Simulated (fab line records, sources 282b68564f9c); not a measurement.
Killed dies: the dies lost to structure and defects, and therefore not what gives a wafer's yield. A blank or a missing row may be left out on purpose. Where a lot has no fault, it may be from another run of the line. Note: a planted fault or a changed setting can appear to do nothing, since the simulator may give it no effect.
fab line records -- flow rit-cmos
record: lots: 6, wafers: 18, last-day: 8
route steps=202 shown CONTACT@177 M1@184
lots that met no fault: taken from a fault-free run of the same line
start-h: the number of hours between the record's first day and the start of the first shown wafer of the lot -- wait-h: hours since the lot's step before -- " repeats the value in the row above -- L1.1+2: one row covering several wafers at once -- - value missing, or start not given -- * or withheld: withheld -- < > ~ a bound
route shown NAME@n: a module of which the file shows steps, and the number in the route of the first -- usual: mean/standard deviation of fault-free wafers -- same: alike in all rows -- chamber/n: place in a boat -- sites: the reading at each site -- _std_site: standard deviation across them -- _edge_site: inner sites' mean taken away from outer sites' mean -- radius-mm: how far each site lies from the wafer's centre -- mask NAME#n: copy n -- behind: tool/chamber where the wafer was last shaped -- hold: what put the lot on hold/how long, in hours/how the hold closed -- device: names the non-switching transistor (n, p or np) -- end of line: at the end of the route, the tests of the same wafers -- step lacking rows: just its recipe -- killed: not the wafer's yield, but the dies lost to structure and defects at the first sort -- map: per-die view of a wafer (x killed, . not killed, _ where there is no die)
set.NAME: setting as actually run; set.NAME@STEP: the setting as run at that earlier step -- model.NAME: the simulator's own value behind a step, which no gauge read
lots seen at some steps along the route; tables by step, rows by wafer
services: a tool's chamber out of use, with start hour (start-h, from the record's first day; less than 0 if before it), hours out, and reason
== steps ==
step: RIT_CONTACT_OVL_MEAS_09
usual: CONTACT_OVL: 0.5/1.7
lot.wafer,tool,chamber,start-h,wait-h,CONTACT_OVL[nm]
L883.1,overlay-01,-,75.03,0.1,-2.2
L883.3,overlay-01,-,75.03,0.1,0.1
L883.5,overlay-01,-,75.03,0.1,0.8
L892.3,overlay-02,-,113.98,0.1,-2.0
L892.4,overlay-02,-,113.98,0.1,-1.3
L892.5,overlay-02,-,113.98,0.1,-2.1
L896.2,overlay-01,-,139.45,0.1,1.2
L896.3,overlay-01,-,139.45,0.1,-0.7
L896.4,overlay-01,-,139.45,0.1,0.1
L897.1,overlay-02,-,142.60,0.1,-0.2
L897.2,overlay-02,-,142.60,0.1,-0.9
L897.4,overlay-02,-,142.60,0.1,0.3
L899.2,overlay-02,-,165.98,0.1,-0.5
L899.4,overlay-02,-,165.98,0.1,2.4
L899.5,overlay-02,-,165.98,0.1,1.0
L903.2,overlay-01,-,182.25,0.1,-0.6
L903.3,overlay-01,-,182.25,0.1,-0.3
L903.5,overlay-01,-,182.25,0.1,-1.4
step: RIT_CONTACT_HARDBAKE_10
recipe: resist: NOVOLAK, temp-c: 140, time-s: 60
step: RIT_CONTACT_ETCH_11
recipe: target-depth-a: 4800, over-etch-frac: 0.2, stop-on: TiSi2, chemistry: CHF3/CF4/Ar, target: SiO2, CHF3_flow_sccm: 50, cf4-flow-sccm: 10, Ar_flow_sccm: 100, O2_flow_sccm: 5, pressure-mtorr: 100, rf-w: 200, time-s: 320
usual: chamber-pressure-mTorr: 99.98/0.094, drypump-motor-current-A: 5.7/0.34, oes-product-au: 0.991/0.015, throttle-valve-pct: 8.84/0.12
same: over-etch-frac: 0.2, time-s: 320
lot.wafer,tool,chamber,start-h,wait-h,chamber-pressure-mTorr,drypump-motor-current-A,oes-product-au,rf-hours-counter-h,throttle-valve-pct
L883.1,rie-diel-03,2,75.22,0.1,99.96,6.4,0.993,105,8.84
L883.3,rie-diel-03,0,75.22,0.1,99.91,6.0,0.971,86,8.81
L883.5,rie-diel-03,0,75.22,0.1,99.85,6.0,0.974,-,8.80
L892.3,rie-diel-03,3,114.16,0.1,100.09,5.9,0.986,119,8.93
L892.4,rie-diel-03,0,114.16,0.1,100.08,6.0,0.973,87,8.82
L892.5,rie-diel-03,1,114.16,0.1,100.04,5.3,0.991,-,8.60
L896.2,rie-diel-02,3,139.63,0.1,100.05,5.5,0.984,81,8.77
L896.3,rie-diel-02,2,139.63,0.1,100.05,5.3,1.000,11,8.81
L896.4,rie-diel-02,2,139.63,0.1,100.02,5.3,1.003,-,8.82
L897.1,rie-diel-03,2,142.79,0.1,99.94,6.4,0.995,107,8.82
L897.2,rie-diel-03,1,142.79,0.1,100.03,5.3,0.993,45,8.58
L897.4,rie-diel-03,3,142.79,0.1,99.91,5.9,0.975,120,8.95
L899.2,rie-diel-03,3,166.16,0.1,100.01,5.9,0.983,120,8.94
L899.4,rie-diel-03,2,166.16,0.1,100.14,6.4,0.997,107,8.85
L899.5,rie-diel-03,3,166.16,0.1,99.97,5.9,0.991,-,8.94
L903.2,rie-diel-03,2,182.43,0.1,99.93,6.4,0.995,107,8.83
L903.3,rie-diel-03,0,182.43,0.1,100.09,6.0,0.977,88,8.82
L903.5,rie-diel-03,3,182.43,0.1,99.89,5.9,0.980,-,8.94
step: RIT_CONTACT_STRIP_12
recipe: chemistry: O2, time-s: 180, resist: NOVOLAK, platen-temp-c: withheld, power-w: 500, pressure-mtorr: 4000, o2-flow-sccm: 4000
usual: chamber-pressure-mTorr: 4000/3.5, drypump-motor-current-A: 5.6/0.56
same: time-s: 180
lot.wafer,tool,chamber,start-h,wait-h,chamber-pressure-mTorr,drypump-motor-current-A,rf-hours-counter-h
L883.1,plasma-asher-02,0,75.41,0.1,4002,6.5,28
L883.3,plasma-asher-02,0,75.41,0.1,3998,6.5,-
L883.5,plasma-asher-02,0,75.41,0.1,3995,6.5,-
L892.3,plasma-asher-01,0,114.41,0.2,4001,5.1,-
L892.4,plasma-asher-01,1,114.41,0.2,3998,5.2,-
L892.5,plasma-asher-01,1,114.41,0.2,3998,5.2,-
L896.2,plasma-asher-02,0,139.83,0.1,4004,6.5,35
L896.3,plasma-asher-02,1,139.83,0.1,3998,5.1,-
L896.4,plasma-asher-02,0,139.83,0.1,3999,6.5,-
L897.1,plasma-asher-02,0,142.98,0.1,4000,6.5,35
L897.2,plasma-asher-02,1,142.98,0.1,3995,5.1,35
L897.4,plasma-asher-02,0,142.98,0.1,3999,6.5,-
L899.2,plasma-asher-02,0,166.36,0.1,4005,6.5,37
L899.4,plasma-asher-02,1,166.36,0.1,3999,5.1,-
L899.5,plasma-asher-02,1,166.36,0.1,4001,5.1,-
L903.2,plasma-asher-02,0,182.62,0.1,4002,6.5,38
L903.3,plasma-asher-02,0,182.62,0.1,4001,6.5,-
L903.5,plasma-asher-02,0,182.62,0.1,4006,6.5,-
step: RIT_CONTACT_CD_MEAS_90
recipe: target-cd-nm: 1000
usual: cd-nm: 1000.5/2.3
lot.wafer,tool,chamber,start-h,wait-h,cd-nm
L883.1,cd-sem-01,-,75.59,0.1,1002.8
L883.3,cd-sem-01,-,75.59,0.1,1002.0
L883.5,cd-sem-01,-,75.59,0.1,1002.5
L892.3,cd-sem-02,-,114.56,0.1,1003.9
L892.4,cd-sem-02,-,114.56,0.1,1005.0
L892.5,cd-sem-02,-,114.56,0.1,1002.0
L896.2,cd-sem-01,-,140.02,0.1,1002.7
L896.3,cd-sem-01,-,140.02,0.1,1004.2
L896.4,cd-sem-01,-,140.02,0.1,1004.2
L897.1,cd-sem-02,-,143.16,0.1,1001.8
L897.2,cd-sem-02,-,143.16,0.1,999.9
L897.4,cd-sem-02,-,143.16,0.1,1001.1
L899.2,cd-sem-02,-,166.55,0.1,998.7
L899.4,cd-sem-02,-,166.55,0.1,997.7
L899.5,cd-sem-02,-,166.55,0.1,999.2
L903.2,cd-sem-01,-,182.82,0.1,997.1
L903.3,cd-sem-01,-,182.82,0.1,996.7
L903.5,cd-sem-01,-,182.82,0.1,998.8
step: RIT_CONTACT_CLEAN_13
recipe: chemistry: SC1, mix: 3:3:50, time-s: 600, temp-c: 75
step: RIT_CONTACT_CLEAN_14
recipe: chemistry: SC2, mix: 3:3:50, time-s: 600, temp-c: 75, dry: n2-spin
step: RIT_M1_SPUTTER_00
recipe: material: Al, target-thk-nm: 400, power-w: 2000, chamber-pressure-pa: 0.4, gas: Ar, time-s: 508, substrate-temp-c: 25
usual: substrate-temp-c: 25.00/0.11, throttle-valve-pct: 30.5/1
same: time-s: 508
lot.wafer,tool,chamber,start-h,wait-h,substrate-temp-c,throttle-valve-pct
L883.1,pvd-sputter-03,-,76.11,0.0,24.77,31.4
L883.3,pvd-sputter-03,-,76.11,0.0,25.33,30.9
L883.5,pvd-sputter-03,-,76.11,0.0,24.87,30.6
L892.3,pvd-sputter-04,-,115.01,0.0,25.17,29.1
L892.4,pvd-sputter-04,-,115.01,0.0,25.02,30.5
L892.5,pvd-sputter-04,-,115.01,0.0,24.94,30.2
L896.2,pvd-sputter-04,-,140.49,0.0,24.93,29.1
L896.3,pvd-sputter-04,-,140.49,0.0,25.12,31.5
L896.4,pvd-sputter-04,-,140.49,0.0,25.00,30.5
L897.1,pvd-sputter-03,-,143.66,0.0,24.93,31.6
L897.2,pvd-sputter-03,-,143.66,0.0,24.87,30.6
L897.4,pvd-sputter-03,-,143.66,0.0,25.04,30.7
L899.2,pvd-sputter-03,-,167.03,0.0,24.82,31.7
L899.4,pvd-sputter-03,-,167.03,0.0,24.92,30.8
L899.5,pvd-sputter-03,-,167.03,0.0,24.78,30.8
L903.2,pvd-sputter-03,-,183.28,0.0,25.10,31.0
L903.3,pvd-sputter-03,-,183.28,0.0,24.90,31.5
L903.5,pvd-sputter-03,-,183.28,0.0,24.74,31.0
step: RIT_M1_RS_MEAS_01
recipe: thk-meas-gauge: four-point-probe, reads: Al_of_M1_SPUTTER_00
usual: M1_AL_RS: 0.0722/0.0011
lot.wafer,tool,chamber,start-h,wait-h,M1_AL_RS[ohm/sq]
L883.1,film-metro-01,-,76.40,0.1,0.0725
L883.3,film-metro-01,-,76.40,0.1,0.0712
L883.5,film-metro-01,-,76.40,0.1,0.0706
L892.3,film-metro-03,-,115.34,0.2,0.0721
L892.4,film-metro-03,-,115.34,0.2,0.0719
L892.5,film-metro-03,-,115.34,0.2,0.0727
L896.2,film-metro-03,-,140.80,0.2,0.0718
L896.3,film-metro-03,-,140.80,0.2,0.0693
L896.4,film-metro-03,-,140.80,0.2,0.0725
L897.1,film-metro-02,-,143.95,0.1,0.0735
L897.2,film-metro-02,-,143.95,0.1,0.0717
L897.4,film-metro-02,-,143.95,0.1,0.0718
L899.2,film-metro-02,-,167.35,0.2,0.0726
L899.4,film-metro-02,-,167.35,0.2,0.0718
L899.5,film-metro-02,-,167.35,0.2,0.0712
L903.2,film-metro-03,-,183.60,0.2,0.0726
L903.3,film-metro-03,-,183.60,0.2,0.0719
L903.5,film-metro-03,-,183.60,0.2,0.0726
step: RIT_M1_THK_MEAS_02
recipe: thk-meas-gauge: xrf, reads: Al_of_M1_SPUTTER_00
usual: M1_AL_THK: 409/6.5
lot.wafer,tool,chamber,start-h,wait-h,M1_AL_THK[nm]
L883.1,film-metro-01,-,76.52,0.1,407
L883.3,film-metro-01,-,76.52,0.1,414
L883.5,film-metro-01,-,76.52,0.1,416
L892.3,film-metro-03,-,115.44,0.1,411
L892.4,film-metro-03,-,115.44,0.1,408
L892.5,film-metro-03,-,115.44,0.1,407
L896.2,film-metro-03,-,140.91,0.1,413
L896.3,film-metro-03,-,140.91,0.1,424
L896.4,film-metro-03,-,140.91,0.1,408
L897.1,film-metro-02,-,144.07,0.1,406
L897.2,film-metro-02,-,144.07,0.1,414
L897.4,film-metro-02,-,144.07,0.1,414
L899.2,film-metro-02,-,167.46,0.1,411
L899.4,film-metro-02,-,167.46,0.1,415
L899.5,film-metro-02,-,167.46,0.1,418
L903.2,film-metro-03,-,183.71,0.1,406
L903.3,film-metro-03,-,183.71,0.1,414
L903.5,film-metro-03,-,183.71,0.1,407
step: RIT_M1_HMDS_03
recipe: prime-time-s: 60, prime-temp-c: 140
step: RIT_M1_COAT_04
recipe: resist: NOVOLAK, spin-rpm: 2000, resist-thk-nm: 1300
step: RIT_M1_SOFTBAKE_05
recipe: resist: NOVOLAK, temp-c: 90.68, time-s: 60
usual: heater-power-total-W: 34.93/0.06, plate-temp-C: 90.66/0.12, run-length-s: 89.29/0.12
lot.wafer,tool,chamber,start-h,wait-h,heater-power-total-W,plate-temp-C,run-length-s
L883.1,litho-track-04,0,76.88,0.1,35.04,90.68,89.19
L883.3,litho-track-04,0,76.88,0.1,34.99,90.82,89.27
L883.5,litho-track-04,0,76.88,0.1,34.94,90.57,89.49
L892.3,litho-track-02,0,115.83,0.1,34.97,90.84,89.21
L892.4,litho-track-02,0,115.83,0.1,34.94,90.70,89.36
L892.5,litho-track-02,0,115.83,0.1,34.89,90.63,89.24
L896.2,litho-track-02,0,141.29,0.1,35.23,-,87.48
L896.3,litho-track-02,0,141.29,0.1,35.44,-,87.26
L896.4,litho-track-02,0,141.29,0.1,35.39,-,87.22
L897.1,litho-track-02,0,144.43,0.1,35.33,-,87.43
L897.2,litho-track-02,0,144.43,0.1,35.29,-,87.44
L897.4,litho-track-02,0,144.43,0.1,35.29,-,87.43
L899.2,litho-track-04,0,167.83,0.1,34.92,90.61,89.29
L899.4,litho-track-04,0,167.83,0.1,34.93,90.63,89.24
L899.5,litho-track-04,0,167.83,0.1,34.93,90.77,89.18
L903.2,litho-track-04,0,184.08,0.1,34.97,90.52,89.36
L903.3,litho-track-04,0,184.08,0.1,34.91,90.51,89.30
L903.5,litho-track-04,0,184.08,0.1,34.88,90.77,89.41
step: RIT_M1_EXPOSE_06
recipe: mask-id: M12, na: 0.6, source-shape: conventional, sigma-outer: 0.5, target-cd-nm: 2600, dose-mj: 250
step: RIT_M1_PROBE_99
usual: defect-limited-yield: 97.3/1.1, killed_at_M0_to_M3: 0.0/0.23, killed-at-contacts: 0.1/0.23, killed-at-front-end: 7/3, killed-dies: 7/3, killed-on-rim: 2.0/1.2, killed-open: 3.3/2.1, killed-short: 3.7/1.9, sort_bin_3_pad_short: 0.1/0.22, sort_bin_5_function: 1.5/0.79, sort_bin_6_memory: 1.1/0.65, sort-n-pass: 257/3, sort-yield-pct: 97.3/1.1
same: gross-dies: 264, killed_at_M4_up: 0, killed-at-back-side: 0, killed-at-other: 0
lot.wafer,tool,chamber,start-h,wait-h,defect-limited-yield[%],killed_at_M0_to_M3,killed-at-contacts,killed-at-front-end,killed-dies,killed-on-rim,killed-open,killed-short,sort_bin_3_pad_short[%],sort_bin_5_function[%],sort_bin_6_memory[%],sort-n-pass,sort-yield-pct[%]
L883.1,prober-01,-,80.20,0.1,94.7,0,1,13,14,2,7,6,0,3.0,2.3,250,94.7
L883.3,prober-01,-,80.30,0.2,95.1,2,0,11,13,4,5,7,0,4.2,0.8,251,95.1
L883.5,prober-01,-,80.40,0.2,95.8,0,0,11,11,4,5,6,0.4,1.9,1.9,253,95.8
L892.3,prober-02,-,119.78,0.2,97.3,0,0,7,7,1,4,3,0,1.5,1.1,257,97.3
L892.4,prober-02,-,119.83,0.2,97.0,0,0,8,8,1,3,5,0.8,1.1,1.1,256,97.0
L892.5,prober-02,-,119.88,0.2,97.7,0,1,5,6,1,1,5,0,1.9,0.4,258,97.7
L896.2,prober-02,-,144.69,0.1,97.7,0,0,6,6,4,4,2,0,1.9,0.4,258,97.7
L896.3,prober-02,-,144.74,0.2,97.3,0,0,7,7,2,7,0,0,1.9,0.8,257,97.3
L896.4,prober-02,-,144.79,0.2,98.5,0,0,4,4,2,2,2,0,0.4,1.1,260,98.5
L897.1,prober-01,-,147.81,0.1,98.5,0,0,4,4,1,2,2,0.4,0.4,0.8,260,98.5
L897.2,prober-01,-,147.86,0.1,98.9,0,0,3,3,2,1,2,0,0.4,0.8,261,98.9
L897.4,prober-01,-,147.96,0.2,99.6,0,0,1,1,1,0,1,0,0.4,0,263,99.6
L899.2,prober-01,-,171.46,0.1,95.8,0,0,11,11,3,4,7,0,1.9,2.3,253,95.8
L899.4,prober-01,-,171.56,0.2,96.2,0,0,10,10,3,4,6,0,1.5,2.3,254,96.2
L899.5,prober-01,-,171.61,0.2,96.6,0,0,9,9,1,4,5,0,1.9,1.5,255,96.6
L903.2,prober-01,-,187.35,0.1,96.6,0,1,8,9,3,3,6,0,1.9,1.5,255,96.6
L903.3,prober-01,-,187.40,0.2,97.7,0,0,6,6,1,2,4,0.8,0.8,0.8,258,97.7
L903.5,prober-01,-,187.50,0.2,95.5,0,0,12,12,4,6,6,0.4,2.7,1.5,252,95.5
killed by level:class
L883.1 GATE:geometric-particle:open=3 SILICIDE:geometric-particle:short=3 GATE:geometric-particle:short=2 REOX:geometric-particle:open=2 FOX1:geometric-particle:short=1 SPACER:geometric-particle:open=1 SILICIDE:geometric-particle:open=1 CONTACT:coat-microbubble-printed=1
L883.3 FOX1:geometric-particle:short=2 GATE:geometric-particle:open=2 SPACER:geometric-particle:short=2 FOX2:geometric-particle:open=1 GATE:geometric-particle:short=1 REOX:geometric-particle:open=1 SILICIDE:geometric-particle:open=1 SILICIDE:geometric-particle:short=1
L883.5 REOX:geometric-particle:short=3 FOX2:geometric-particle:short=2 GATE:geometric-particle:open=2 FOX1:geometric-particle:open=1 REOX:geometric-particle:open=1 SPACER:geometric-particle:short=1 SPACER:geometric-particle:open=1
L892.3 GATE:geometric-particle:short=2 REOX:geometric-particle:open=2 FOX1:geometric-particle:open=1 GATE:geometric-particle:open=1 SILICIDE:geometric-particle:short=1
L892.4 FOX1:geometric-particle:short=2 REOX:geometric-particle:short=2 SPACER:geometric-particle:open=2 REOX:geometric-particle:open=1 SPACER:geometric-particle:short=1
L892.5 SILICIDE:geometric-particle:short=3 FOX1:geometric-particle:short=1 REOX:geometric-particle:open=1 CONTACT:geometric-particle:short=1
L896.2 GATE:geometric-particle:open=2 SPACER:geometric-particle:open=2 GATE:geometric-particle:short=1 REOX:geometric-particle:short=1
L896.3 GATE:geometric-particle:open=3 FOX2:geometric-particle:open=2 FOX1:geometric-particle:open=1 SILICIDE:geometric-particle:open=1
L896.4 GATE:geometric-particle:open=2 SPACER:geometric-particle:short=2
L897.1 SPACER:geometric-particle:short=2 FOX1:geometric-particle:open=1 SPACER:geometric-particle:open=1
L897.2 FOX2:geometric-particle:short=1 GATE:geometric-particle:open=1 SILICIDE:geometric-particle:short=1
L897.4 GATE:geometric-particle:short=1
L899.2 GATE:geometric-particle:short=4 GATE:geometric-particle:open=3 FOX1:geometric-particle:short=1 FOX1:geometric-particle:open=1 REOX:geometric-particle:short=1 SPACER:geometric-particle:short=1
L899.4 GATE:geometric-particle:open=3 GATE:geometric-particle:short=3 SPACER:geometric-particle:short=2 FOX1:geometric-particle:open=1 SILICIDE:geometric-particle:short=1
L899.5 SPACER:geometric-particle:short=2 FOX1:geometric-particle:short=1 FOX1:geometric-particle:open=1 GATE:geometric-particle:open=1 REOX:geometric-particle:open=1 REOX:geometric-particle:short=1 SILICIDE:geometric-particle:open=1 SILICIDE:geometric-particle:short=1
L903.2 GATE:geometric-particle:short=3 SILICIDE:geometric-particle:short=2 REOX:geometric-particle:short=1 REOX:geometric-particle:open=1 SPACER:geometric-particle:open=1 CONTACT:geometric-particle:open=1
L903.3 SILICIDE:geometric-particle:short=2 GATE:geometric-particle:short=1 GATE:geometric-particle:open=1 SPACER:geometric-particle:open=1 SPACER:geometric-particle:short=1
L903.5 FOX1:geometric-particle:short=3 GATE:geometric-particle:open=3 REOX:geometric-particle:short=2 SPACER:geometric-particle:open=2 GATE:geometric-particle:short=1 REOX:geometric-particle:open=1
== services ==
tool,chamber,start-h,hours,kind
plasma-asher-01,-,74.82,4.1,repair
rie-diel-02,2,88.63,11.1,repair
rie-diel-02,3,104.91,3.5,repair
plasma-asher-02,-,114.45,7.6,repair
rie-diel-02,0,138.19,7.3,repair
== key ==
first-sign: step: RIT_M1_SOFTBAKE_05, reading: run-length-s, direction: down, sigmas: 16, usual: *, struck: *
effect: step: RIT_M1_SOFTBAKE_05, reading: heater-power-total-W, direction: up, sigmas: 6.7, usual: 34.93, struck: 35.33
met-at RIT_M1_SOFTBAKE_05
struck-wafers L896.2,L896.3,L896.4,L897.1,L897.2,L897.4
onset-between 115.83 141.29
fault: kind: process-parameter-drift, tool: litho-track-02, chamber: -, onset-h: 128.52, steps: RIT_M1_SOFTBAKE_05, channel: time-s, offset: *, shape: step, end-h: 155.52, acts-in: *, stated: *
